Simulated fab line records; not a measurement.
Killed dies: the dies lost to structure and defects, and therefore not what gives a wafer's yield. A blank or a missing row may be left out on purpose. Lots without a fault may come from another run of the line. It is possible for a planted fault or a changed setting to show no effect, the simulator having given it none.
Which tool was responsible?    flow rit_cmos    13 lots, 39 wafers sampled, at 4 steps of a route of 202

## WHAT THE GAUGES SHOWED, per wafer
RIT_SPACER_THK_MEAS_04. Usual: for SPACER_NITRIDE_THK the level is 249.1 nm and the standard deviation is 2.9.
lot   measured     on             SPACER_NITRIDE_THK (nm)  flag
L990  day 2 22:57  film_metro-02  248.5 249.2 247.8        
L991  day 3 04:19  film_metro-01  251.2 253.1 251.0        
L994  day 3 19:11  film_metro-04  247.5 248.4 249.3        
L995  day 3 23:23  film_metro-02  245.0 247.8 242.0        
L996  day 4 03:47  film_metro-02  249.0 249.3 248.9        
L998  day 4 14:32  film_metro-04  250.4 248.8 249.4        
L999  day 4 20:01  film_metro-04  248.6 248.3 247.3        
L100  day 4 23:57  film_metro-02  253.2 252.3 251.1        
L101  day 5 05:47  film_metro-04  248.2 245.2 245.8        
L103  day 5 15:33  film_metro-01  247.2 247.5 247.7        
L106  day 6 05:29  film_metro-04  250.1 248.9 249.7        
L107  day 6 11:15  film_metro-04  252.7 252.7 252.4        
L112  day 7 11:30  film_metro-02  251.3 249.3 253.1        

RIT_M1_OVL_MEAS_10. Usual: for M1_OVL the level is 0.0 nm and the standard deviation is 1.1.
lot   measured     on          M1_OVL (nm)     flag
L990  day 3 07:53  overlay-01  0.6 1.0 1.5     
L991  day 3 12:44  overlay-01  -0.5 -1.5 1.3   
L994  day 4 04:25  overlay-02  0.2 -2.1 -1.6   
L995  day 4 08:17  overlay-02  -0.2 -0.3 -0.3  
L996  day 4 12:25  overlay-02  -0.1 0.6 -0.5   
L998  day 4 23:08  overlay-01  -1.2 0.2 0.1    
L999  day 5 04:41  overlay-02  -0.7 0.8 -0.8   
L100  day 5 08:31  overlay-01  0.1 0.4 -0.3    
L101  day 5 14:23  overlay-02  0.8 -0.4 0.5    
L103  day 5 23:58  overlay-02  1.3 0.3 1.8     
L106  day 6 13:53  overlay-01  -0.4 -0.9 0.8   
L107  day 6 19:46  overlay-02  2.4 1.6 2.2     
L112  day 7 19:59  overlay-02  0.2 0.0 -0.1    

## WHICH TOOL RAN EACH LOT (tool, then ch and the chambers of the sampled wafers, then the start)
lot   RIT_PLDD_STRIP_09                    RIT_CONTACT_CVD_00
L990  plasma_asher-03 ch 0,1, day 2 20:25  pecvd-03 ch 0,1,2, day 3 03:51
L991  plasma_asher-03 ch 0,1, day 3 01:50  pecvd-02 ch 0,2, day 3 08:55
L994  plasma_asher-03 ch 0,1, day 3 16:40  pecvd-02 ch 0,2, day 4 00:03
L995  plasma_asher-04 ch 0,1, day 3 20:52  pecvd-04 ch 0,1,2, day 4 03:59
L996  plasma_asher-03 ch 0,1, day 4 01:15  pecvd-03 ch 0,1,2, day 4 08:31
L998  plasma_asher-04 ch 0,1, day 4 12:00  pecvd-02 ch 0,2, day 4 19:16
L999  plasma_asher-01 ch 0,1, day 4 17:28  pecvd-03 ch 0,1, day 5 00:44
L100  plasma_asher-01 ch 0,1, day 4 21:26  pecvd-04 ch 0,1, day 5 04:33
L101  plasma_asher-01 ch 0,1, day 5 03:16  pecvd-02 ch 0,2, day 5 10:30
L103  plasma_asher-01 ch 0,1, day 5 13:01  pecvd-04 ch 0,2, day 5 20:16
L106  plasma_asher-04 ch 0,1, day 6 02:59  pecvd-04 ch 0,1,2, day 6 10:05
L107  plasma_asher-03 ch 0,1, day 6 08:44  pecvd-02 ch 0,1, day 6 16:00
L112  plasma_asher-03 ch 0, day 7 08:59    pecvd-04 ch 0,1, day 7 16:07
- RIT_PLDD_STRIP_09: strips in O2, time 180 s.
- RIT_CONTACT_CVD_00: deposits SiO2 from TEOS, target thk 400 nm, time 61 s.

## AS READ BY THE TOOLS THEMSELVES (means over the sampled wafers that have a number; for cases with no such wafer, the mark the record gives instead)
RIT_PLDD_STRIP_09. Usual: drypump_motor_current_A 6.0 A, standard deviation 0.35; rf_refl_power_W 7.6 W, standard deviation 1.4.
lot   tool             drypump_motor_current_A (A)  rf_refl_power_W (W)  flag
L990  plasma_asher-03  6.0                          8.7                  
L991  plasma_asher-03  6.0                          8.5                  
L994  plasma_asher-03  5.8                          7.5                  
L995  plasma_asher-04  6.1                          7.9                  
L996  plasma_asher-03  5.8                          7.5                  
L998  plasma_asher-04  6.2                          7.3                  
L999  plasma_asher-01  5.6                          6.8                  
L100  plasma_asher-01  5.6                          7.0                  
L101  plasma_asher-01  5.6                          7.1                  
L103  plasma_asher-01  5.6                          7.0                  
L106  plasma_asher-04  6.2                          7.3                  
L107  plasma_asher-03  6.0                          9.0                  
L112  plasma_asher-03  6.3                          9.9                  

RIT_CONTACT_CVD_00. Usual: heater_power_w reads 325 W (standard deviation 47).
lot   tool      heater_power_w (W)  flag
L990  pecvd-03  318                 
L991  pecvd-02  322                 
L994  pecvd-02  337                 
L995  pecvd-04  323                 
L996  pecvd-03  332                 
L998  pecvd-02  313                 
L999  pecvd-03  341                 
L100  pecvd-04  351                 
L101  pecvd-02  344                 
L103  pecvd-04  355                 
L106  pecvd-04  371                 
L107  pecvd-02  290                 
L112  pecvd-04  314                 

## THE ANSWER, worked out from the rows above alone
Rule: take the mean of a lot's wafers that have a number; if it is more than 3 standard deviations from the usual mean, the lot is off. Also off: a lot with no number at a reading for which 4 or more lots have one. Where the step has rows for the other lots, those lots are counted as sound. Order of review: gauges by route order, followed by the tools' own readings, for which a lot's mean as printed above is used. The first step at which some lot is off is used, and at that step the reading that is off furthest; a lot without a number counts as furthest.
None of the lots is off at any reading shown; this tells nothing.

## WHAT HAD BEEN PUT IN BY THE SIMULATOR
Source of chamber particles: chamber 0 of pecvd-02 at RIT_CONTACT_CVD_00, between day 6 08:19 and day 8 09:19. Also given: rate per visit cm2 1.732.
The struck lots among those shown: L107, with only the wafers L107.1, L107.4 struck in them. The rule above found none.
